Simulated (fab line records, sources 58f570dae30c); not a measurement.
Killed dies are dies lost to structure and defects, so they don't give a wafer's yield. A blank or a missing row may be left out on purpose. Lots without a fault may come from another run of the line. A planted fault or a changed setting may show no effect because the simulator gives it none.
A struck lot beside a sound one | flow berkeley_cmos170 | 15 steps out of a route of 331
Sound: wafers L769.1, L769.2, L769.4. Struck: wafers L782.1, L782.5, L782.6. The cause comes at the end.
At each step with rows: each side's tool, then ch and its chambers, then its first start. Under that, the readings that differ: sound wafers | struck wafers | difference of the means | sigmas: that difference in standard deviations of wafers without a fault.
alike: readings whose means differ by less than 2 such deviations, and words and numbers that are the same on both sides. not compared: withheld readings, readings that some wafer has no value for, bounds like >300 that may hide the same value, and numbers for which the record gives no deviation and whose values overlap.
The two part at a step that has a row with sigmas, a row that says differs or no value, or rows on one side only. Numbers that don't overlap but have no deviation are shown without sigmas and don't part them. A reading that every wafer of one side lacks parts them only if that side has two wafers or more.

first, 6 steps without rows for these wafers: UCB170_M2_COAT_09; UCB170_M2_COAT_10 (resist thk 900 nm); UCB170_M2_SOFTBAKE_11 (time 60 s); UCB170_M2_EXPOSE_12 (exposes mask METAL2, target cd 700 nm); UCB170_M2_PEB_13; UCB170_M2_DEVELOP_14 (develop time 45 s).
UCB170_M2_CD_MEAS_15: target cd 700 nm.
  sound on cd_sem-01, day 11 15:23; struck on cd_sem-01, day 13 05:43
  reading    | sound             | struck            | difference | sigmas
  cd_nm (nm) | 702.8 702.9 702.2 | 699.2 697.8 697.9 | -4.3       | -3
UCB170_M2_OVL_MEAS_16:
  sound on overlay-01, day 11 15:31; struck on overlay-02, day 13 05:50
  alike: M2_OVL
UCB170_M2_ETCH_17: etches BARC in N2/H2.
  sound on rie_diel-01 ch 0,1,3, day 11 15:32; struck on rie_diel-01 ch 2,3, day 13 05:53
  alike: chamber_pressure_mTorr, drypump_motor_current_A, oes_product_au, throttle_valve_pct
UCB170_M2_METAL_ETCH_18: etches Al in Cl2/BCl3, stops on SiO2, target depth 1170 nm, time 195 s.
  sound on rie_metal-01 ch 0,1, day 11 15:35; struck on rie_metal-01 ch 0,1, day 13 05:55
  alike: chamber_pressure_mTorr, drypump_motor_current_A, oes_product_au, throttle_valve_pct
  not compared: rf_hours_counter_h
UCB170_M2_STRIP_19: strips in O2.
  sound on plasma_asher-04 ch 0,1, day 11 15:46; struck on plasma_asher-02 ch 0,1, day 13 06:10
  reading                     | sound          | struck         | difference | sigmas
  drypump_motor_current_A (A) | 5.54 5.30 5.53 | 6.11 5.86 6.14 | +0.58      | +2
  alike: chamber_pressure_mTorr, o2_flow_sccm, oes_product_au
  not compared: rf_hours_counter_h
UCB170_M2_CD_MEAS_90: target cd 700 nm.
  sound on cd_sem-02, day 11 15:52; struck on cd_sem-02, day 13 06:20
  alike: cd_nm
UCB170_V2_CVD_00: deposits SiO2 from TEOS/O2, target thk 2000 nm, time 250 s.
  sound on pecvd-04 ch 0,1,2, day 11 15:59; struck on pecvd-04 ch 0,2, day 13 06:47
  alike: heater_power_w
UCB170_V2_THK_MEAS_01:
  sound on film_metro-02, day 11 16:09; struck on film_metro-04, day 13 07:13
  reading          | sound          | struck         | difference | sigmas
  V2_TEOS_THK (nm) | 1942 1984 1984 | 3987 4014 4040 | +2044      | +82
UCB170_M3_PROBE_99:
  the record has rows for the sound wafers here (prober-01, day 12 01:11) and none for the struck ones

WHERE THEY PART
First at UCB170_M2_CD_MEAS_15; last, within this record, at UCB170_M3_PROBE_99.

WHY: what the simulator had put in
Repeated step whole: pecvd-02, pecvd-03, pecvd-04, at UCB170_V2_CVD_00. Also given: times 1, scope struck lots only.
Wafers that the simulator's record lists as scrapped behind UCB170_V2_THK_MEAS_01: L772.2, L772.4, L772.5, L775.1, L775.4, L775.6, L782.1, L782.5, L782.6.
